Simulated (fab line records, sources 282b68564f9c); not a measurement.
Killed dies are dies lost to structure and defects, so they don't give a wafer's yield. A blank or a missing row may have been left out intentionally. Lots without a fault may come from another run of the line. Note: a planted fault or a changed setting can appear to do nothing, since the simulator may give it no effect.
fab line records	flow rit_cmos
[record] lots = 13	wafers = 39	last_day = 7
route steps=202 shown ACTIVE@15 PWELL@47 NRETRO@62 SPACER@130 M1@202
lots with no fault: from the same line, run without faults
start_h: hours from the record's first day to the start of the lot's first wafer shown	wait_h: how many hours have passed since the lot's step before this one	" the same as in the row above	L1.1+2: a single row standing in for several wafers	- no value, or no start was given	* or withheld: withheld	< > ~ a bound
route shown NAME@n: a module of which the file shows steps, and the number in the route of the first	usual: mean and standard deviation over wafers with no fault	same: alike in all rows	chamber/n: place in a boat	sites: each site's reading	_std_site: standard deviation across them	_edge_site: the outer-site mean with the inner-site mean subtracted	radius_mm: how far each site lies from the wafer's centre	mask NAME#n: copy n	behind: the most recent tool/chamber to have shaped the wafer	hold: reason for holding the lot/hours on hold/outcome of the hold	device: which transistor (n, p or np) failed to switch	end of line: the tests these same wafers got at the end of their route	where a step has no rows: the recipe by itself	killed: at the first sort, the dies lost to defects and structure; wafer yield is something else	map: dies across one wafer; x = killed, . = not, _ = none there
set.NAME: the setting that was run; set.NAME@STEP: the one run at that earlier step	model.NAME: the simulator's own value behind a step, which no gauge read
a sample of lots followed through the steps of the route, with each step as a table and each wafer as a row
services: a tool's chamber out of use, with start hour (start_h, from the record's first day; less than 0 if before it), hours out, and reason
[[steps]]
[step RIT_ACTIVE_STRIP_14]
[recipe] chemistry = O2	time_s = 180	resist = NOVOLAK	platen_temp_c = withheld	power_w = 500	pressure_mtorr = 4000	o2_flow_sccm = 4000
[usual] drypump_motor_current_A = 5.3/0.38
lot.wafer	tool	chamber	start_h	wait_h	drypump_motor_current_A	rf_hours_counter_h
L572.3	plasma_asher-03	0	15.03	0.1	5.5	-
L572.4	"	1	"	"	6.0	-
L572.5	"	1	"	"	6.0	-
L573.3	plasma_asher-02	0	19.90	0.1	5.4	-
L573.4	"	1	"	"	4.8	-
L573.6	"	1	"	"	4.8	-
L574.1	plasma_asher-04	0	24.84	0.1	5.4	38
L574.2	"	1	"	"	5.0	38
L574.6	"	0	"	"	5.4	-
L575.1	plasma_asher-04	1	29.97	0.1	5.0	38
L575.3	"	0	"	"	5.4	-
L575.5	"	1	"	"	5.0	-
L576.2	plasma_asher-02	0	34.97	0.1	5.4	24
L576.4	"	0	"	"	5.4	-
L576.5	"	0	"	"	5.4	-
L577.1	plasma_asher-02	0	39.97	0.1	5.4	24
L577.2	"	1	"	"	4.8	24
L577.6	"	0	"	"	5.4	-
L581.4	plasma_asher-02	1	60.24	0.1	4.8	-
L581.5	"	1	"	"	4.8	-
L581.6	"	0	"	"	5.4	-
L583.3	plasma_asher-03	0	69.93	0.1	5.5	-
L583.5	"	1	"	"	6.0	-
L583.6	"	0	"	"	5.5	-
L586.1	plasma_asher-02	1	84.97	0.1	4.8	29
L586.2	"	0	"	"	5.4	29
L586.6	"	1	"	"	4.8	-
L590.3	plasma_asher-02	1	105.61	0.1	4.8	-
L590.5	"	0	"	"	5.4	-
L590.6	"	1	"	"	4.8	-
L591.4	plasma_asher-02	1	110.03	0.1	4.8	-
L591.5	"	0	"	"	5.4	-
L591.6	"	1	"	"	4.8	-
L592.2	plasma_asher-04	0	114.97	0.1	5.4	47
L592.3	"	1	"	"	5.0	-
L592.4	"	0	"	"	5.4	-
L593.1	plasma_asher-02	0	119.97	0.1	5.4	33
L593.4	"	0	"	"	5.4	-
L593.6	"	1	"	"	4.8	-
[step RIT_PWELL_IMPLANT_08]
[recipe] species = B	energy_kev = 168.1	dose_cm2 = 7e+13	tilt_deg = 7
[usual] dose_ions_cm2 = 7e+13/6.5e+10	end_station_pressure_torr = 5.17e-06/2.6e-07	faraday_current_uA = 221/4.6
lot.wafer	tool	chamber	start_h	wait_h	dose_ions_cm2	end_station_pressure_torr	faraday_current_uA
L572.3	implanter-01	0	22.67	0.2	6.994e+13	5.35e-06	227
L572.4	"	0	"	"	7.013e+13	4.65e-06	222
L572.5	"	0	"	"	6.996e+13	4.7e-06	217
L573.3	implanter-04	0	27.23	0.2	7.008e+13	5.13e-06	228
L573.4	"	0	"	"	7e+13	5.12e-06	231
L573.6	"	0	"	"	7.007e+13	5.05e-06	221
L574.1	implanter-01	0	32.38	0.2	7.001e+13	5.02e-06	223
L574.2	"	0	"	"	7.006e+13	4.81e-06	228
L574.6	"	0	"	"	6.997e+13	4.72e-06	212
L575.1	implanter-03	0	37.55	0.2	7.009e+13	5.14e-06	218
L575.3	"	0	"	"	7.006e+13	5.01e-06	221
L575.5	"	0	"	"	7.014e+13	5.49e-06	223
L576.2	implanter-03	0	43.93	0.2	7.013e+13	5.46e-06	229
L576.4	"	0	"	"	6.998e+13	5.31e-06	219
L576.5	"	0	"	"	7.006e+13	4.79e-06	218
L577.1	implanter-01	0	47.54	0.2	6.986e+13	5.42e-06	228
L577.2	"	0	"	"	6.994e+13	4.78e-06	215
L577.6	"	0	"	"	7.005e+13	5.26e-06	218
L581.4	implanter-01	0	68.45	0.2	6.997e+13	5.37e-06	221
L581.5	"	0	"	"	7.006e+13	5.24e-06	217
L581.6	"	0	"	"	7.009e+13	5.51e-06	222
L583.3	implanter-03	0	77.07	0.2	1.2432e+14	5.46e-06	391
L583.5	"	0	"	"	1.2431e+14	4.83e-06	385
L583.6	"	0	"	"	1.2432e+14	5.29e-06	396
L586.1	implanter-03	0	93.32	0.2	1.2423e+14	5.33e-06	399
L586.2	"	0	"	"	1.2434e+14	5.06e-06	395
L586.6	"	0	"	"	1.2421e+14	5.29e-06	412
L590.3	implanter-01	0	113.04	0.2	6.99e+13	5.44e-06	223
L590.5	"	0	"	"	6.991e+13	4.94e-06	228
L590.6	"	0	"	"	7.001e+13	5.2e-06	226
L591.4	implanter-01	0	117.77	0.2	6.995e+13	4.88e-06	223
L591.5	"	0	"	"	7.002e+13	5.39e-06	229
L591.6	"	0	"	"	6.993e+13	5.36e-06	222
L592.2	implanter-01	0	122.24	0.2	7.004e+13	5.57e-06	226
L592.3	"	0	"	"	6.997e+13	5.32e-06	223
L592.4	"	0	"	"	6.999e+13	5.38e-06	219
L593.1	implanter-04	0	127.76	0.2	7.001e+13	4.99e-06	222
L593.4	"	0	"	"	6.992e+13	5.14e-06	222
L593.6	"	0	"	"	6.995e+13	5.37e-06	227
[step RIT_PWELL_TW_MEAS_10]
[usual] PWELL_TW = 951/7
lot.wafer	tool	chamber	start_h	wait_h	PWELL_TW
L572.3	film_metro-01	-	22.96	0.1	954
L572.4	"	-	"	"	961
L572.5	"	-	"	"	951
L573.3	film_metro-03	-	27.52	0.1	945
L573.4	"	-	"	"	947
L573.6	"	-	"	"	946
L574.1	film_metro-03	-	32.70	0.1	945
L574.2	"	-	"	"	945
L574.6	"	-	"	"	949
L575.1	film_metro-01	-	37.88	0.1	962
L575.3	"	-	"	"	968
L575.5	"	-	"	"	964
L576.2	film_metro-03	-	44.24	0.1	941
L576.4	"	-	"	"	939
L576.5	"	-	"	"	941
L577.1	film_metro-03	-	47.87	0.1	947
L577.2	"	-	"	"	949
L577.6	"	-	"	"	946
L581.4	film_metro-01	-	68.73	0.1	957
L581.5	"	-	"	"	966
L581.6	"	-	"	"	957
L583.3	film_metro-03	-	77.36	0.1	1138
L583.5	"	-	"	"	1140
L583.6	"	-	"	"	1133
L586.1	film_metro-04	-	93.65	0.1	1140
L586.2	"	-	"	"	1138
L586.6	"	-	"	"	1140
L590.3	film_metro-04	-	113.33	0.1	954
L590.5	"	-	"	"	954
L590.6	"	-	"	"	960
L591.4	film_metro-03	-	118.05	0.1	952
L591.5	"	-	"	"	951
L591.6	"	-	"	"	950
L592.2	film_metro-04	-	122.55	0.1	948
L592.3	"	-	"	"	949
L592.4	"	-	"	"	949
L593.1	film_metro-04	-	128.08	0.1	952
L593.4	"	-	"	"	953
L593.6	"	-	"	"	952
[step RIT_WELLDRIVE_RS_MEAS_02]
[recipe] thk_meas_gauge = four-point-probe
[usual] PWELL_RS = 430.7/1.2
lot.wafer	tool	chamber	start_h	wait_h	PWELL_RS[ohm/sq]
L572.3	film_metro-03	-	28.56	0.1	430.9
L572.4	"	-	"	"	430.3
L572.5	"	-	"	"	429.3
L573.3	film_metro-01	-	32.81	0.1	429.7
L573.4	"	-	"	"	431.9
L573.6	"	-	"	"	432.4
L574.1	film_metro-03	-	37.96	0.1	430.5
L574.2	"	-	"	"	429.6
L574.6	"	-	"	"	430.4
L575.1	film_metro-01	-	43.25	0.1	431.1
L575.3	"	-	"	"	430.7
L575.5	"	-	"	"	429.9
L576.2	film_metro-01	-	49.51	0.1	432.0
L576.4	"	-	"	"	432.1
L576.5	"	-	"	"	432.0
L577.1	film_metro-03	-	53.70	0.1	432.3
L577.2	"	-	"	"	431.9
L577.6	"	-	"	"	431.6
L581.4	film_metro-01	-	74.02	0.1	432.8
L581.5	"	-	"	"	432.5
L581.6	"	-	"	"	430.4
L583.3	film_metro-03	-	82.65	0.1	301.4
L583.5	"	-	"	"	302.7
L583.6	"	-	"	"	302.2
L586.1	film_metro-03	-	98.91	0.1	302.1
L586.2	"	-	"	"	301.7
L586.6	"	-	"	"	302.0
L590.3	film_metro-03	-	118.70	0.1	430.0
L590.5	"	-	"	"	429.5
L590.6	"	-	"	"	428.1
L591.4	film_metro-03	-	123.34	0.1	430.9
L591.5	"	-	"	"	432.1
L591.6	"	-	"	"	430.9
L592.2	film_metro-03	-	127.82	0.1	432.5
L592.3	"	-	"	"	432.8
L592.4	"	-	"	"	432.4
L593.1	film_metro-03	-	134.20	0.1	430.5
L593.4	"	-	"	"	430.8
L593.6	"	-	"	"	429.6
[step RIT_NRETRO_STRIP_09]
[recipe] chemistry = O2	time_s = 180	resist = NOVOLAK	platen_temp_c = withheld	power_w = 500	pressure_mtorr = 4000	o2_flow_sccm = 4000
[usual] drypump_motor_current_A = 5.5/0.39
lot.wafer	tool	chamber	start_h	wait_h	drypump_motor_current_A	rf_hours_counter_h
L572.3	plasma_asher-03	1	30.02	0.1	6.0	-
L572.4	"	0	"	"	5.5	-
L572.5	"	1	"	"	6.0	-
L573.3	plasma_asher-03	1	34.28	0.1	6.0	-
L573.4	"	0	"	"	5.5	-
L573.6	"	1	"	"	5.9	-
L574.1	plasma_asher-03	0	39.43	0.1	5.5	40
L574.2	"	1	"	"	6.0	40
L574.6	"	0	"	"	5.5	-
L575.1	plasma_asher-04	1	44.81	0.1	5.0	40
L575.3	"	0	"	"	5.4	-
L575.5	"	1	"	"	5.0	-
L576.2	plasma_asher-03	1	50.93	0.1	5.9	41
L576.4	"	0	"	"	5.5	-
L576.5	"	0	"	"	5.5	-
L577.1	plasma_asher-04	0	55.26	0.1	5.4	41
L577.2	"	1	"	"	5.0	41
L577.6	"	1	"	"	5.0	-
L581.4	plasma_asher-04	1	75.58	0.1	5.0	-
L581.5	"	0	"	"	5.4	-
L581.6	"	1	"	"	5.0	-
L583.3	plasma_asher-04	1	84.23	0.1	5.0	-
L583.5	"	1	"	"	5.0	-
L583.6	"	0	"	"	5.4	-
L586.1	plasma_asher-01	0	100.35	0.1	6.3	47
L586.2	"	1	"	"	5.2	47
L586.6	"	1	"	"	5.2	-
L590.3	plasma_asher-03	1	120.28	0.1	6.0	-
L590.5	"	1	"	"	6.0	-
L590.6	"	0	"	"	5.5	-
L591.4	plasma_asher-04	0	124.77	0.1	5.4	-
L591.5	"	0	"	"	5.4	-
L591.6	"	1	"	"	5.0	-
L592.2	plasma_asher-03	1	129.38	0.1	6.0	1
L592.3	"	0	"	"	5.5	-
L592.4	"	1	"	"	6.0	-
L593.1	plasma_asher-01	0	135.79	0.1	6.3	51
L593.4	"	1	"	"	5.3	-
L593.6	"	0	"	"	6.3	-
[step RIT_SPACER_ETCHBACK_05]
[recipe] target_depth_a = 2500	SF6_flow_sccm = 30	CHF3_flow_sccm = 30	target = Si3N4	chemistry = SF6/CHF3	pressure_mtorr = 40	rf_w = 250	time_s = 243.6	stop_on = SiO2
[usual] CHF3_flow_sccm = 30.00/0.1	drypump_motor_current_A = 6.0/0.46	oes_product_au = 0.845/0.013	throttle_valve_pct = 10.24/0.18
lot.wafer	tool	chamber	start_h	wait_h	CHF3_flow_sccm	drypump_motor_current_A	oes_product_au	rf_hours_counter_h	throttle_valve_pct
L572.3	rie_diel-03	3	46.82	0.0	29.99	6.7	0.847	9	10.51
L572.4	"	3	"	"	29.83	6.7	0.839	-	10.53
L572.5	"	0	"	"	30.17	5.8	0.863	-	10.29
L573.3	rie_diel-04	0	50.92	0.0	29.96	6.3	0.846	40	9.92
L573.4	"	2	"	"	30.11	5.7	0.850	96	9.95
L573.6	"	3	"	"	30.00	5.3	0.863	-	9.99
L574.1	rie_diel-02	2	55.53	0.1	30.00	6.2	0.852	98	10.42
L574.2	"	1	"	"	30.04	6.8	0.828	82	10.28
L574.6	"	1	"	"	30.17	6.7	0.828	-	10.31
L575.1	rie_diel-02	3	60.79	0.1	30.03	5.3	0.829	27	10.30
L575.3	"	0	"	"	30.15	5.6	0.865	20	10.29
L575.5	"	0	"	"	29.99	5.6	0.868	-	10.29
L576.2	rie_diel-02	1	67.19	0.0	30.02	6.7	0.833	82	10.30
L576.4	"	2	"	"	29.91	6.3	0.863	99	10.43
L576.5	"	2	"	"	29.88	6.2	0.848	-	10.42
L577.1	rie_diel-04	1	71.79	0.1	29.95	6.3	0.840	3	10.23
L577.2	"	3	"	"	29.83	5.2	0.846	67	9.97
L577.6	"	3	"	"	29.98	5.2	0.846	-	9.97
L581.4	rie_diel-04	3	92.30	0.0	29.96	5.2	0.858	67	10.00
L581.5	"	1	"	"	29.99	6.3	0.839	-	10.22
L581.6	"	0	"	"	30.04	6.3	0.836	-	9.91
L583.3	rie_diel-03	0	100.79	0.0	29.94	5.8	0.848	30	10.27
L583.5	"	0	"	"	29.96	5.9	0.847	-	10.29
L583.6	"	1	"	"	30.00	5.9	0.821	-	10.30
L586.1	rie_diel-02	2	116.00	0.1	30.00	6.2	0.868	100	10.43
L586.2	"	3	"	"	30.07	5.3	0.831	28	10.30
L586.6	"	3	"	"	30.16	5.3	0.824	-	10.29
L590.3	rie_diel-03	0	136.98	0.0	29.97	5.8	0.867	31	10.27
L590.5	"	2	"	"	29.94	6.0	0.838	-	10.25
L590.6	"	1	"	"	29.88	5.9	0.835	-	10.32
L591.4	rie_diel-02	0	140.51	0.0	29.91	5.6	0.869	22	10.29
L591.5	"	2	"	"	30.11	6.3	0.867	-	10.43
L591.6	"	1	"	"	29.94	6.7	0.837	-	10.30
L592.2	rie_diel-04	0	146.16	0.0	30.01	6.3	0.836	41	9.92
L592.3	"	2	"	"	29.98	5.7	0.847	97	9.97
L592.4	"	1	"	"	29.98	6.4	0.860	4	10.23
L593.1	rie_diel-03	3	151.51	0.1	29.80	6.7	0.850	11	10.53
L593.4	"	2	"	"	30.04	6.0	0.835	9	10.26
L593.6	"	3	"	"	29.87	6.7	0.847	-	10.52
[step RIT_M1_PROBE_99]
[usual] killed_at_contacts = 0.1/0.35	killed_at_front_end = 6.6/2.7	killed_dies = 6.7/2.8	killed_open = 3.4/2.1	killed_short = 3.3/1.8
[same] gross_dies = 264	killed_at_M0_to_M3 = 0	killed_at_M4_up = 0	killed_at_back_side = 0	killed_at_other = 0
lot.wafer	tool	chamber	start_h	wait_h	killed_at_contacts	killed_at_front_end	killed_dies	killed_open	killed_short
L572.3	prober-02	-	58.07	0.2	0	6	6	3	3
L572.4	prober-02	-	58.12	0.2	0	6	6	3	3
L572.5	prober-02	-	58.17	0.2	0	7	7	5	2
L573.3	prober-01	-	62.05	0.2	0	6	6	6	0
L573.4	prober-01	-	62.10	0.2	0	2	2	0	2
L573.6	prober-01	-	62.20	0.2	0	7	7	3	4
L574.1	prober-02	-	66.64	0.1	0	4	4	1	3
L574.2	prober-02	-	66.69	0.1	0	8	8	1	7
L574.6	prober-02	-	66.89	0.2	0	5	5	1	4
L575.1	prober-01	-	71.84	0.1	0	3	3	1	2
L575.3	prober-01	-	71.94	0.2	0	1	1	0	1
L575.5	prober-01	-	72.04	0.2	0	10	10	5	5
L576.2	prober-02	-	78.50	0.1	1	7	8	6	2
L576.4	prober-02	-	78.60	0.2	0	4	4	3	1
L576.5	prober-02	-	78.65	0.2	0	9	9	6	3
L577.1	prober-01	-	82.58	0.1	0	5	5	2	3
L577.2	prober-01	-	82.63	0.1	0	1	1	1	0
L577.6	prober-01	-	82.83	0.2	0	2	2	1	1
L581.4	prober-01	-	103.82	0.2	0	8	8	7	1
L581.5	prober-01	-	103.87	0.2	0	5	5	4	1
L581.6	prober-01	-	103.92	0.2	1	12	13	8	5
L583.3	prober-01	-	111.92	0.2	0	8	8	7	1
L583.5	prober-01	-	112.02	0.2	0	6	6	4	2
L583.6	prober-01	-	112.07	0.2	0	11	11	9	2
L586.1	prober-02	-	128.67	0.1	0	6	6	4	2
L586.2	prober-02	-	128.72	0.1	0	8	8	4	4
L586.6	prober-02	-	128.92	0.2	0	4	4	1	3
L590.3	prober-02	-	148.11	0.2	0	5	5	2	3
L590.5	prober-02	-	148.21	0.2	0	3	3	2	1
L590.6	prober-02	-	148.26	0.2	1	6	7	2	5
L591.4	prober-01	-	151.81	0.2	1	8	9	4	5
L591.5	prober-01	-	151.86	0.2	0	7	7	4	3
L591.6	prober-01	-	151.91	0.2	0	4	4	3	1
L592.2	prober-02	-	157.28	0.1	0	10	10	5	5
L592.3	prober-02	-	157.33	0.2	0	8	8	5	3
L592.4	prober-02	-	157.38	0.2	0	11	11	5	6
L593.1	prober-01	-	163.67	0.1	0	9	9	8	1
L593.4	prober-01	-	163.82	0.2	0	8	8	4	4
L593.6	prober-01	-	163.92	0.2	0	6	6	4	2
// killed by level:class
L572.3 GATE:geometric_particle:short=2 FOX1:geometric_particle:open=1 GATE:geometric_particle:open=1 SILICIDE:geometric_particle:short=1 SILICIDE:geometric_particle:open=1
L572.4 GATE:geometric_particle:open=2 REOX:geometric_particle:short=2 SPACER:geometric_particle:open=1 SILICIDE:geometric_particle:short=1
L572.5 GATE:geometric_particle:open=3 FOX1:geometric_particle:open=1 GATE:geometric_particle:short=1 REOX:geometric_particle:open=1 SPACER:geometric_particle:short=1
L573.3 GATE:geometric_particle:open=4 SPACER:geometric_particle:open=1 SILICIDE:geometric_particle:open=1
L573.4 FOX1:geometric_particle:short=1 GATE:geometric_particle:short=1
L573.6 GATE:geometric_particle:open=3 GATE:geometric_particle:short=3 ACTIVE:geometric_particle:short=1
L574.1 FOX1:geometric_particle:short=1 GATE:geometric_particle:open=1 REOX:geometric_particle:short=1 SILICIDE:geometric_particle:short=1
L574.2 REOX:geometric_particle:short=4 FOX1:geometric_particle:short=2 GATE:geometric_particle:short=1 GATE:geometric_particle:open=1
L574.6 FOX1:geometric_particle:short=2 GATE:geometric_particle:short=1 GATE:geometric_particle:open=1 SPACER:geometric_particle:short=1
L575.1 REOX:geometric_particle:short=2 REOX:geometric_particle:open=1
L575.3 SILICIDE:geometric_particle:short=1
L575.5 GATE:geometric_particle:short=2 SPACER:geometric_particle:open=2 SILICIDE:geometric_particle:short=2 FOX2:geometric_particle:open=1 GATE:geometric_particle:open=1 SPACER:geometric_particle:short=1 SILICIDE:geometric_particle:open=1
L576.2 GATE:geometric_particle:open=2 FOX1:geometric_particle:open=1 FOX2:geometric_particle:short=1 GATE:geometric_particle:short=1 REOX:geometric_particle:open=1 SPACER:geometric_particle:open=1 CONTACT:geometric_particle:open=1
L576.4 GATE:geometric_particle:open=3 SILICIDE:geometric_particle:short=1
L576.5 GATE:geometric_particle:open=5 GATE:geometric_particle:short=1 REOX:geometric_particle:short=1 SPACER:geometric_particle:short=1 SILICIDE:geometric_particle:open=1
L577.1 GATE:geometric_particle:short=2 FOX2:geometric_particle:open=1 FOX2:geometric_particle:short=1 REOX:geometric_particle:open=1
L577.2 FOX1:geometric_particle:open=1
L577.6 FOX2:geometric_particle:open=1 SILICIDE:geometric_particle:short=1
L581.4 GATE:geometric_particle:open=4 FOX1:geometric_particle:open=2 GATE:geometric_particle:short=1 SPACER:geometric_particle:open=1
L581.5 GATE:geometric_particle:open=2 FOX1:geometric_particle:open=1 GATE:geometric_particle:short=1 SPACER:geometric_particle:open=1
L581.6 GATE:geometric_particle:open=3 GATE:geometric_particle:short=3 FOX1:geometric_particle:open=2 FOX2:geometric_particle:short=1 REOX:geometric_particle:open=1 SPACER:geometric_particle:short=1 SILICIDE:geometric_particle:open=1 CONTACT:geometric_particle:open=1
L583.3 SILICIDE:geometric_particle:open=3 GATE:geometric_particle:open=2 SPACER:geometric_particle:open=2 FOX2:geometric_particle:short=1
L583.5 FOX1:geometric_particle:open=2 GATE:geometric_particle:open=1 SPACER:geometric_particle:open=1 SPACER:geometric_particle:short=1 SILICIDE:geometric_particle:short=1
L583.6 FOX1:geometric_particle:open=4 REOX:geometric_particle:open=2 FOX1:geometric_particle:short=1 GATE:geometric_particle:open=1 SPACER:geometric_particle:open=1 SILICIDE:geometric_particle:short=1 SILICIDE:geometric_particle:open=1
L586.1 SILICIDE:geometric_particle:open=2 FOX1:geometric_particle:short=1 FOX2:geometric_particle:open=1 GATE:geometric_particle:open=1 REOX:geometric_particle:short=1
L586.2 GATE:geometric_particle:short=3 REOX:geometric_particle:open=2 FOX2:geometric_particle:short=1 GATE:geometric_particle:open=1 SILICIDE:geometric_particle:open=1
L586.6 FOX1:geometric_particle:short=1 GATE:geometric_particle:open=1 GATE:geometric_particle:short=1 SPACER:geometric_particle:short=1
L590.3 FOX1:geometric_particle:short=2 FOX2:geometric_particle:open=2 FOX2:geometric_particle:short=1
L590.5 FOX1:geometric_particle:open=1 GATE:geometric_particle:short=1 SPACER:geometric_particle:open=1
L590.6 SPACER:geometric_particle:short=2 FOX1:geometric_particle:open=1 GATE:geometric_particle:open=1 REOX:geometric_particle:short=1 SILICIDE:geometric_particle:short=1 CONTACT:geometric_particle:short=1
L591.4 GATE:geometric_particle:open=4 FOX1:geometric_particle:short=1 GATE:geometric_particle:short=1 REOX:geometric_particle:short=1 SILICIDE:geometric_particle:short=1 CONTACT:geometric_particle:short=1
L591.5 SPACER:geometric_particle:open=2 FOX1:geometric_particle:open=1 GATE:geometric_particle:short=1 REOX:geometric_particle:short=1 REOX:geometric_particle:open=1 SPACER:geometric_particle:short=1
L591.6 FOX1:geometric_particle:open=1 GATE:geometric_particle:open=1 REOX:geometric_particle:short=1 SPACER:geometric_particle:open=1
L592.2 SPACER:geometric_particle:open=3 FOX2:geometric_particle:short=2 ACTIVE:geometric_particle:short=1 GATE:geometric_particle:open=1 REOX:geometric_particle:short=1 SPACER:geometric_particle:short=1 SILICIDE:geometric_particle:open=1
L592.3 GATE:geometric_particle:open=2 GATE:geometric_particle:short=2 SPACER:geometric_particle:open=2 REOX:geometric_particle:short=1 SILICIDE:geometric_particle:open=1
L592.4 GATE:geometric_particle:short=4 GATE:geometric_particle:open=4 REOX:geometric_particle:short=1 SPACER:geometric_particle:open=1 SILICIDE:geometric_particle:short=1
L593.1 SPACER:geometric_particle:open=3 FOX2:geometric_particle:open=2 SILICIDE:geometric_particle:open=2 GATE:geometric_particle:short=1 GATE:geometric_particle:open=1
L593.4 FOX2:geometric_particle:short=2 GATE:geometric_particle:short=2 FOX1:geometric_particle:open=1 FOX2:geometric_particle:open=1 GATE:geometric_particle:open=1 SPACER:geometric_particle:open=1
L593.6 FOX1:geometric_particle:open=1 GATE:geometric_particle:open=1 GATE:geometric_particle:short=1 REOX:geometric_particle:short=1 SPACER:geometric_particle:open=1 SILICIDE:geometric_particle:open=1
[[services]]
tool	chamber	start_h	hours	kind
rie_diel-02	1	-4.91	11.7	repair
implanter-01	-	3.83	3.7	pm
implanter-01	-	19.34	0.7	repair
implanter-03	-	21.82	3.8	pm
rie_diel-03	3	26.18	10.9	repair
plasma_asher-02	-	29.96	0.8	repair
rie_diel-03	2	44.80	6.3	repair
rie_diel-02	1	57.73	4.4	repair
rie_diel-04	0	72.50	7.0	repair
rie_diel-03	2	85.79	8.8	repair
plasma_asher-01	-	102.22	7.6	repair
plasma_asher-03	-	108.75	9.0	pm
plasma_asher-03	0	108.75	9.0	vent_cycle
plasma_asher-03	1	108.75	9.0	vent_cycle
plasma_asher-03	0	117.75	-	clean
plasma_asher-03	1	117.75	-	clean
rie_diel-02	1	120.70	6.3	repair
implanter-04	-	133.56	2.4	repair
rie_diel-04	-	146.84	14.6	pm
plasma_asher-03	-	150.44	2.8	pm
[[key]]
[first_sign] step = RIT_PWELL_IMPLANT_08	reading = dose_ions_cm2	direction = up	sigmas = 99+	usual = 7e+13	struck = 1.2429e+14
[effect] step = RIT_PWELL_IMPLANT_08	reading = faraday_current_uA	direction = up	sigmas = 38	usual = 221	struck = 396
[effect] step = RIT_PWELL_TW_MEAS_10	reading = PWELL_TW	direction = up	sigmas = 27	usual = 951	struck = 1138
[effect] step = RIT_WELLDRIVE_RS_MEAS_02	reading = PWELL_RS	direction = down	sigmas = 99+	usual = 430.7	struck = 302.0
met_at RIT_PWELL_IMPLANT_08
struck_lots L583,L586
tester_left_out L583,L586
not_acting_at RIT_ACTIVE_STRIP_14,RIT_NRETRO_STRIP_09,RIT_SPACER_ETCHBACK_05
onset_between 43.93 77.07
[fault] kind = process_parameter_drift	tool = implanter-03	chamber = -	onset_h = 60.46	steps = RIT_PWELL_IMPLANT_08	channel = dose_cm2	offset = 5.4268e+13	shape = step	end_h = 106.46	acts_in = these_recipes_only	stated = 7e+13
// tester_left_out: of these lots the tester's yield and bins aren't shown, on N5 and GAA mostly nor the transistor test; their killed dies are dies lost to structure and defects alone, not to doping, threshold or leakage, so they don't give the yield
